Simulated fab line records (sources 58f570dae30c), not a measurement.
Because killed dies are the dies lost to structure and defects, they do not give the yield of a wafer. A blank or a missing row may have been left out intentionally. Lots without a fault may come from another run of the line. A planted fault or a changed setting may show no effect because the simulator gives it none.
Split-lot study :: flow berkeley_cmos170 :: route with 331 steps; 5 lots, 23 wafers read

## THE SPLIT ITSELF
At UCB170_M2_METAL_ETCH_18 (etches Al in Cl2/BCl3, stops on SiO2, target depth 1170 nm, time 195 s), the setting over_etch_frac was moved away from the recipe's 0.3 on 9 of the 23 wafers read, by -24.2% to +18.1%. The other wafers ran this setting at the recipe's value.

Between the split and the reading, the file records no step.

## THE READING
oes_product_au, in a.u., at UCB170_M2_STRIP_19 (strips in O2). On this fab line, fault-free wafers typically give 0.536 a.u. with a standard deviation of 0.013 a.u.

wafer: L074.3
tool, chamber at the split: rie_metal-03, 0,1,0
over_etch_frac as run: 0.3
against the recipe: recipe
oes_product_au, a.u.: 0.528
against lot-mates on the recipe: -

wafer: L074.4
tool, chamber at the split: rie_metal-03, 0,1,0
over_etch_frac as run: 0.3
against the recipe: recipe
oes_product_au, a.u.: 0.529
against lot-mates on the recipe: -

wafer: L074.6
tool, chamber at the split: rie_metal-03, 0,1,0
over_etch_frac as run: 0.3
against the recipe: recipe
oes_product_au, a.u.: 0.526
against lot-mates on the recipe: -

wafer: L076.1
tool, chamber at the split: rie_metal-03, 1,0,1
over_etch_frac as run: 0.2373
against the recipe: -20.9%
oes_product_au, a.u.: 0.577
against lot-mates on the recipe: +0.039

wafer: L076.2
tool, chamber at the split: rie_metal-03, 1,0,1
over_etch_frac as run: 0.2373
against the recipe: -20.9%
oes_product_au, a.u.: 0.560
against lot-mates on the recipe: +0.022

wafer: L076.4
tool, chamber at the split: rie_metal-03, 1,0,1
over_etch_frac as run: 0.2373
against the recipe: -20.9%
oes_product_au, a.u.: 0.569
against lot-mates on the recipe: +0.031

wafer: L076.5
tool, chamber at the split: rie_metal-03, 1,0
over_etch_frac as run: 0.3
against the recipe: recipe
oes_product_au, a.u.: 0.537
against lot-mates on the recipe: -

wafer: L076.6
tool, chamber at the split: rie_metal-03, 1,0
over_etch_frac as run: 0.3
against the recipe: recipe
oes_product_au, a.u.: 0.538
against lot-mates on the recipe: -

wafer: L082.1
tool, chamber at the split: rie_metal-03, 0,0,1
over_etch_frac as run: 0.3
against the recipe: recipe
oes_product_au, a.u.: 0.540
against lot-mates on the recipe: -

wafer: L082.3
tool, chamber at the split: rie_metal-03, 0,0,1
over_etch_frac as run: 0.3
against the recipe: recipe
oes_product_au, a.u.: 0.539
against lot-mates on the recipe: -

wafer: L082.4
tool, chamber at the split: rie_metal-03, 1,0
over_etch_frac as run: 0.3254
against the recipe: +8.5%
oes_product_au, a.u.: 0.523
against lot-mates on the recipe: -0.015

wafer: L082.5
tool, chamber at the split: rie_metal-03, 0,0,1
over_etch_frac as run: 0.3
against the recipe: recipe
oes_product_au, a.u.: 0.536
against lot-mates on the recipe: -

wafer: L082.6
tool, chamber at the split: rie_metal-03, 1,0
over_etch_frac as run: 0.3254
against the recipe: +8.5%
oes_product_au, a.u.: 0.509
against lot-mates on the recipe: -0.029

wafer: L081.2
tool, chamber at the split: rie_metal-01, 1,0
over_etch_frac as run: 0.2273
against the recipe: -24.2%
oes_product_au, a.u.: 0.586
against lot-mates on the recipe: +0.047

wafer: L081.3
tool, chamber at the split: rie_metal-01, 1,0,1
over_etch_frac as run: 0.3
against the recipe: recipe
oes_product_au, a.u.: 0.536
against lot-mates on the recipe: -

wafer: L081.4
tool, chamber at the split: rie_metal-01, 1,0,1
over_etch_frac as run: 0.3
against the recipe: recipe
oes_product_au, a.u.: 0.536
against lot-mates on the recipe: -

wafer: L081.5
tool, chamber at the split: rie_metal-01, 1,0,1
over_etch_frac as run: 0.3
against the recipe: recipe
oes_product_au, a.u.: 0.544
against lot-mates on the recipe: -

wafer: L081.6
tool, chamber at the split: rie_metal-01, 1,0
over_etch_frac as run: 0.2273
against the recipe: -24.2%
oes_product_au, a.u.: 0.583
against lot-mates on the recipe: +0.044

wafer: L080.1
tool, chamber at the split: rie_metal-04, 0,1,0
over_etch_frac as run: 0.3
against the recipe: recipe
oes_product_au, a.u.: 0.534
against lot-mates on the recipe: -

wafer: L080.2
tool, chamber at the split: rie_metal-04, 1
over_etch_frac as run: 0.3543
against the recipe: +18.1%
oes_product_au, a.u.: 0.480
against lot-mates on the recipe: -0.041

wafer: L080.4
tool, chamber at the split: rie_metal-04, 0,1,0
over_etch_frac as run: 0.3
against the recipe: recipe
oes_product_au, a.u.: 0.501
against lot-mates on the recipe: -

wafer: L080.5
tool, chamber at the split: rie_metal-04, 0,1,0
over_etch_frac as run: 0.3
against the recipe: recipe
oes_product_au, a.u.: 0.527
against lot-mates on the recipe: -

wafer: L080.6
tool, chamber at the split: rie_metal-04, 1
over_etch_frac as run: 0.3543
against the recipe: +18.1%
oes_product_au, a.u.: 0.466
against lot-mates on the recipe: -0.055
If several chambers appear in one row, that row covers several wafers at once and the file leaves open which wafer was in which chamber.

FIT RESULTS
A straight line over all 23 wafers: oes_product_au changes by -0.00226 a.u. for each +1% of over_etch_frac; r = -0.93; the points scatter about the line by 0.011 a.u.
The same after taking each lot's own level away (the mean of its wafers on the recipe; 23 wafers): -0.00197 a.u. for each +1%; r = -0.94; scatter 0.0083 a.u.
Per that fit: largest over_etch_frac move, reading shift of 0.048 a.u.
The lots' own levels span 0.5207 to 0.5387 a.u., that is 1.4 times the standard deviation above.
Hence the slope depends on the lot-to-lot level, as the two fits are not the same.
Check: +0.044 a.u. against its lot-mates is what the line predicts for one of the wafers moved furthest among these (-24.2%) when that wafer is left out of the fit. It came out at +0.0473 a.u. against them.

## THESE WAFERS: OTHER SPLITS
These wafers also went through other splits before the reading. Each is held against what the fit with the lots' levels taken away leaves over:
other split on the same wafers: UCB170_CONTACT_CVD_01 temp_c
wafers away from the commonest value: 5
r with oes_product_au (lot level and that fit taken away): +0.20

other split on the same wafers: UCB170_M1_METAL_ETCH_12 icp_w
wafers away from the commonest value: 9
r with oes_product_au (lot level and that fit taken away): -0.28

other split on the same wafers: UCB170_M2_COAT_05 spin_rpm
wafers away from the commonest value: 8
r with oes_product_au (lot level and that fit taken away): +0.28

other split on the same wafers: UCB170_M2_SOFTBAKE_06 temp_c
wafers away from the commonest value: 10
r with oes_product_au (lot level and that fit taken away): +0.14

## FILE'S OWN FIT
oes_product_au changes by -0.00198 a.u. for each +1% of over_etch_frac, r = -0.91.
